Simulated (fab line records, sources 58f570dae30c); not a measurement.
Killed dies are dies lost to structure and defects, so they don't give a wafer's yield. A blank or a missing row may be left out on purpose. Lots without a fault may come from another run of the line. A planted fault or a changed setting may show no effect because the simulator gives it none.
Chamber matching | flow berkeley_cmos170 | UCB170_V2_ETCH_14 on rie_diel-03: 4 sister chambers
The step etches SiO2 in CHF3/CF4/Ar, stops on Al, target depth 1250 nm, time 291 s. 14 wafers are shown with their chamber, then 6 later ones without.

WAFERS WITH THEIR CHAMBER
wafer  | chamber | throttle_valve_pct (%) | drypump_motor_current_A (A) | oes_product_au (a.u.)
L648.3 | 2       | 6.83                   | 6.0                         | 0.874
L648.5 | 3       | 7.22                   | 5.6                         | 0.892
L648.6 | 2       | 6.81                   | 6.1                         | 0.875
L655.3 | 1       | 6.94                   | 6.0                         | 0.880
L655.4 | 0       | 6.95                   | 5.6                         | 0.885
L655.6 | 1       | 6.94                   | 6.0                         | 0.883
L651.2 | 3       | 7.21                   | 5.7                         | 0.893
L651.4 | 0       | 6.97                   | 5.6                         | 0.887
L651.5 | 2       | 6.81                   | 6.0                         | 0.874
L661.1 | 2       | 6.83                   | 6.0                         | 0.840
L661.2 | 1       | 6.95                   | 6.0                         | 0.848
L661.6 | 2       | 6.81                   | 6.0                         | 0.838
L659.1 | 2       | 6.82                   | 6.0                         | 0.830
L659.5 | 2       | 6.82                   | 6.0                         | 0.832

SIGNATURES (means of the wafers above)
reading                 | chamber 0 | chamber 1 | chamber 2 | chamber 3 | scatter within a chamber
throttle_valve_pct      | 6.9600    | 6.9433    | 6.8186    | 7.2150    | 0.00896
drypump_motor_current_A | 5.600     | 6.000     | 6.014     | 5.650     | 0.0368
oes_product_au          | 0.88600   | 0.87033   | 0.85186   | 0.89250   | 0.0186
Rule: a wafer's distance from a chamber is the root of the sum, over the readings, of the square of ((its reading less the chamber's mean) divided by the reading's scatter). The wafer belongs to the nearest chamber; if the next one is less than 2 further off, it can't be placed. The scatter: the root of (the sum of the squares of (reading less its chamber's mean) over the shown wafers, divided by (wafers less chambers)).

WAFERS WITHOUT THEIR CHAMBER
wafer  | throttle_valve_pct (%) | drypump_motor_current_A (A) | oes_product_au (a.u.)
L667.3 | 6.95                   | 5.6                         | 0.892
L667.4 | 6.96                   | 5.6                         | 0.882
L667.5 | 6.82                   | 6.0                         | 0.869
L670.2 | 6.82                   | 6.0                         | 0.870
L670.3 | 7.20                   | 5.7                         | 0.870
L670.6 | 6.82                   | 6.0                         | 0.876

WHICH CHAMBER EACH WENT THROUGH
wafer  | from the rows above | in truth
L667.3 | 0                   | 0
L667.4 | 0                   | 0
L667.5 | 2                   | 2
L670.2 | 2                   | 2
L670.3 | 3                   | 3
L670.6 | 2                   | 2
Placed correctly: 6 of 6. Can't be placed from these rows: 0. Placed wrongly: 0.
